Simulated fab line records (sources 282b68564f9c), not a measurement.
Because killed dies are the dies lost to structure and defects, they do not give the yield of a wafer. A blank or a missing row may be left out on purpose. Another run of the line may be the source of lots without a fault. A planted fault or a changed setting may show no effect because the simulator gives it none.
fab line records + flow rit-cmos
[record]
- lots = 14
- wafers = 42
- last-day = 7
route steps=202 shown CONTACT@168 M1@202
lots that met no fault: taken from a fault-free run of the same line
start-h: hours from the record's first day to the start of the lot's first wafer shown + wait-h: hours since the lot's step before + " identical to the entry in the row above + L1.1+2: one row covering several wafers at once + - no value present, or no start provided + * or withheld: withheld + < > ~ a bound
route shown NAME@n: NAME is a module with steps in the file, n the number in the route of the first one + usual: mean/standard deviation of fault-free wafers + same: alike in all rows + chamber/n: place in a boat + sites: the reading at each site + _std_site: their standard deviation + _edge_site: mean of outer sites minus mean of inner sites + radius-mm: for every site, how far away it sits from the centre of the wafer + mask NAME#n: copy n + behind: the most recent tool/chamber to have shaped the wafer + hold: what put the lot on hold/how long, in hours/how the hold closed + device: whichever transistor did not switch (one of n, p or np) + end of line: the same wafers' tests at the end of the route + a step with no rows: only its recipe + killed: dies that structure and defects cost at the first sort, which is not the same as the wafer's yield + map: a wafer's dies, x killed, . not, _ none there
set.NAME: setting as actually run; set.NAME@STEP: the setting as run at that earlier step + model.NAME: the simulator's own value behind a step, which no gauge read
a sample of lots followed through the steps of the route, with each step as a table and each wafer as a row
services: the hour from which a tool's chamber was out of use, counted from the record's first day as start-h (under 0 if before that day), plus the number of hours and why
[[steps]]
[step RIT_CONTACT_CVD_00]
[recipe]
- material = SiO2
- target-thk-nm = 400
- precursor = TEOS
- temp-c = 390
- time-s = 61
- rf-w = 400
[usual]
- heater-power-w = 313/55
| lot.wafer | tool     | chamber | start-h | wait-h | heater-power-w |
|-----------|----------|---------|---------|--------|----------------|
| L428.2    | pecvd-04 | 1       | 55.69   | 0.0    | 316            |
| L428.4    | "        | 0       | "       | "      | 226            |
| L428.5    | "        | 2       | "       | "      | 399            |
| L429.1    | pecvd-02 | 0       | 63.11   | 0.1    | 411            |
| L429.2    | "        | 1       | "       | "      | 281            |
| L429.4    | "        | 2       | "       | "      | 297            |
| L430.1    | pecvd-03 | 1       | 67.57   | 0.1    | 239            |
| L430.2    | "        | 2       | "       | "      | 264            |
| L430.4    | "        | 1       | "       | "      | 248            |
| L431.1    | pecvd-04 | 1       | 72.59   | 0.1    | 337            |
| L431.5    | "        | 0       | "       | "      | 230            |
| L431.6    | "        | 2       | "       | "      | 367            |
| L432.1    | pecvd-02 | 0       | 79.70   | 0.1    | 419            |
| L432.5    | "        | 2       | "       | "      | 276            |
| L432.6    | "        | 0       | "       | "      | 430            |
| L433.1    | pecvd-03 | 0       | 81.91   | 0.1    | 382            |
| L433.2    | "        | 2       | "       | "      | 269            |
| L433.5    | "        | 2       | "       | "      | 283            |
| L435.2    | pecvd-02 | 0       | 91.29   | 0.0    | 388            |
| L435.5    | "        | 1       | "       | "      | 281            |
| L435.6    | "        | 2       | "       | "      | 265            |
| L437.1    | pecvd-04 | 0       | 100.48  | 0.1    | 281            |
| L437.4    | "        | 0       | "       | "      | 277            |
| L437.6    | "        | 2       | "       | "      | 332            |
| L438.2    | pecvd-02 | 0       | 103.30  | 0.0    | 431            |
| L438.3    | "        | 1       | "       | "      | 246            |
| L438.4    | "        | 1       | "       | "      | 261            |
| L439.1    | pecvd-03 | 2       | 109.67  | 0.1    | 272            |
| L439.4    | "        | 2       | "       | "      | 286            |
| L439.5    | "        | 0       | "       | "      | 358            |
| L440.2    | pecvd-04 | 2       | 112.28  | 0.0    | 362            |
| L440.4    | "        | 0       | "       | "      | 262            |
| L440.5    | "        | 1       | "       | "      | 261            |
| L445.1    | pecvd-03 | 2       | 137.46  | 0.1    | 296            |
| L445.2    | "        | 0       | "       | "      | 319            |
| L445.6    | "        | 1       | "       | "      | 251            |
| L448.2    | pecvd-03 | 0       | 155.99  | 0.0    | 371            |
| L448.4    | "        | 0       | "       | "      | 387            |
| L448.5    | "        | 2       | "       | "      | 280            |
| L448.2    | pecvd-03 | 0       | 156.20  | 0.2    | 372            |
| L448.4    | "        | 0       | "       | "      | 372            |
| L448.5    | "        | 2       | "       | "      | 284            |
| L449.1    | pecvd-04 | 0       | 158.22  | 0.1    | 301            |
| L449.2    | "        | 1       | "       | "      | 327            |
| L449.4    | "        | 0       | "       | "      | 307            |
| L449.1    | pecvd-04 | 0       | 158.43  | 0.2    | 306            |
| L449.2    | "        | 1       | "       | "      | 336            |
| L449.4    | "        | 0       | "       | "      | 319            |
[step RIT_CONTACT_THK_MEAS_01]
[recipe]
- reads = SiO2_of_CONTACT_CVD_00
[usual]
- CONTACT_TEOS_THK = 402/5.1
| lot.wafer | tool          | chamber | start-h | wait-h | CONTACT_TEOS_THK[nm] |
|-----------|---------------|---------|---------|--------|----------------------|
| L428.2    | film-metro-04 | -       | 55.75   | 0.0    | 403                  |
| L428.4    | "             | -       | "       | "      | 395                  |
| L428.5    | "             | -       | "       | "      | 405                  |
| L429.1    | film-metro-02 | -       | 63.16   | 0.0    | 408                  |
| L429.2    | "             | -       | "       | "      | 396                  |
| L429.4    | "             | -       | "       | "      | 406                  |
| L430.1    | film-metro-02 | -       | 67.62   | 0.0    | 396                  |
| L430.2    | "             | -       | "       | "      | 399                  |
| L430.4    | "             | -       | "       | "      | 408                  |
| L431.1    | film-metro-01 | -       | 72.64   | 0.0    | 404                  |
| L431.5    | "             | -       | "       | "      | 407                  |
| L431.6    | "             | -       | "       | "      | 406                  |
| L432.1    | film-metro-01 | -       | 79.75   | 0.0    | 404                  |
| L432.5    | "             | -       | "       | "      | 410                  |
| L432.6    | "             | -       | "       | "      | 405                  |
| L433.1    | film-metro-01 | -       | 81.96   | 0.0    | 400                  |
| L433.2    | "             | -       | "       | "      | 396                  |
| L433.5    | "             | -       | "       | "      | 401                  |
| L435.2    | film-metro-02 | -       | 91.35   | 0.0    | 401                  |
| L435.5    | "             | -       | "       | "      | 404                  |
| L435.6    | "             | -       | "       | "      | 405                  |
| L437.1    | film-metro-04 | -       | 100.53  | 0.0    | 398                  |
| L437.4    | "             | -       | "       | "      | 408                  |
| L437.6    | "             | -       | "       | "      | 405                  |
| L438.2    | film-metro-04 | -       | 103.36  | 0.0    | 401                  |
| L438.3    | "             | -       | "       | "      | 395                  |
| L438.4    | "             | -       | "       | "      | 396                  |
| L439.1    | film-metro-04 | -       | 109.73  | 0.0    | 405                  |
| L439.4    | "             | -       | "       | "      | 408                  |
| L439.5    | "             | -       | "       | "      | 407                  |
| L440.2    | film-metro-01 | -       | 112.34  | 0.0    | 396                  |
| L440.4    | "             | -       | "       | "      | 396                  |
| L440.5    | "             | -       | "       | "      | 401                  |
| L445.1    | film-metro-02 | -       | 137.51  | 0.0    | 405                  |
| L445.2    | "             | -       | "       | "      | 399                  |
| L445.6    | "             | -       | "       | "      | 405                  |
| L448.2    | film-metro-02 | -       | 156.26  | 0.0    | 801                  |
| L448.4    | "             | -       | "       | "      | 807                  |
| L448.5    | "             | -       | "       | "      | 812                  |
| L449.1    | film-metro-04 | -       | 158.48  | 0.0    | 788                  |
| L449.2    | "             | -       | "       | "      | 806                  |
| L449.4    | "             | -       | "       | "      | 803                  |
[step RIT_M1_PROBE_99]
[usual]
- killed-at-contacts = 0.1/0.3
- killed-at-front-end = 7/3.3
- killed-dies = 7/3.3
- killed-on-rim = 2.2/1.4
- killed-open = 3.8/2.3
- killed-short = 3.5/2.1
[same]
- gross-dies = 264
- killed_at_M0_to_M3 = 0
- killed_at_M4_up = 0
- killed-at-back-side = 0
- killed-at-other = 0
| lot.wafer | tool      | chamber | start-h | wait-h | killed-at-contacts | killed-at-front-end | killed-dies | killed-on-rim | killed-open | killed-short |
|-----------|-----------|---------|---------|--------|--------------------|---------------------|-------------|---------------|-------------|--------------|
| L448.2    | prober-01 | -       | 163.13  | 0.1    | 252                | 12                  | 264         | 70            | 9           | 4            |
| L448.4    | prober-01 | -       | 163.23  | 0.2    | 255                | 9                   | 264         | 70            | 3           | 6            |
| L448.5    | prober-01 | -       | 163.28  | 0.2    | 257                | 7                   | 264         | 70            | 5           | 2            |
| L449.1    | prober-02 | -       | 164.75  | 0.1    | 254                | 10                  | 264         | 70            | 4           | 6            |
| L449.2    | prober-02 | -       | 164.80  | 0.1    | 260                | 4                   | 264         | 70            | 1           | 3            |
| L449.4    | prober-02 | -       | 164.90  | 0.2    | 252                | 12                  | 264         | 70            | 5           | 7            |
// killed by level:class
L448.2 CONTACT:area-etch=251 SPACER:geometric-particle:open=3 GATE:geometric-particle:short=2 GATE:geometric-particle:open=2 REOX:geometric-particle:open=2 SPACER:geometric-particle:short=2 SILICIDE:geometric-particle:open=1 CONTACT:geometric-particle:open=1
L448.4 CONTACT:area-etch=255 GATE:geometric-particle:short=3 GATE:geometric-particle:open=3 SILICIDE:geometric-particle:short=2 SPACER:geometric-particle:short=1
L448.5 CONTACT:area-etch=257 REOX:geometric-particle:open=2 FOX2:geometric-particle:open=1 SPACER:geometric-particle:open=1 GATE:geometric-particle:open=1 SPACER:geometric-particle:short=1 SILICIDE:geometric-particle:short=1
L449.1 CONTACT:area-etch=254 GATE:geometric-particle:short=4 FOX2:geometric-particle:open=2 FOX2:geometric-particle:short=2 SPACER:geometric-particle:open=2
L449.2 CONTACT:area-etch=260 GATE:geometric-particle:short=2 FOX1:geometric-particle:short=1 GATE:geometric-particle:open=1
L449.4 CONTACT:area-etch=252 FOX1:geometric-particle:open=2 FOX2:geometric-particle:short=2 SPACER:geometric-particle:short=2 FOX2:geometric-particle:open=1 GATE:geometric-particle:short=1 GATE:geometric-particle:open=1 REOX:geometric-particle:short=1
[[services]]
| tool     | chamber | start-h | hours | kind |
|----------|---------|---------|-------|------|
| pecvd-04 | -       | 61.48   | 6.0   | pm   |
| pecvd-04 | -       | 73.50   | 5.5   | pm   |
[[key]]
[first-sign]
- step = RIT_CONTACT_CVD_00
- reading = visit
- direction = added
[effect]
- step = RIT_CONTACT_THK_MEAS_01
- reading = CONTACT_TEOS_THK
- direction = up
- sigmas = 79
- usual = 402
- struck = 803
[effect]
- step = RIT_M1_PROBE_99
- reading = killed-at-contacts
- direction = up
- sigmas = 99+
- usual = 0.1
- struck = 255
[more-kills-born-at]
- RIT_CONTACT_ETCH_11@rie-diel-03 = 766
- RIT_CONTACT_ETCH_11@rie-diel-02 = 763
met-at RIT_CONTACT_CVD_00
struck-lots L448,L449
later-rows-left-out L448.2,L448.4,L448.5,L449.1,L449.2,L449.4
tester-left-out L448,L449
[fault]
- kind = repeated-step-whole
- tool = pecvd-02,pecvd-03,pecvd-04
- chamber = -
- onset-h = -
- steps = RIT_CONTACT_CVD_00
- times = 1
- scope = struck-lots-only
// tester-left-out: of these lots the tester's yield and bins aren't shown, on N5 and GAA mostly nor the transistor test; their killed dies are dies lost to structure and defects alone, not to doping, threshold or leakage, so they don't give the yield
// later-rows-left-out: the simulator's readings of these wafers behind a module that went badly wrong aren't trusted and aren't shown, but for the sort
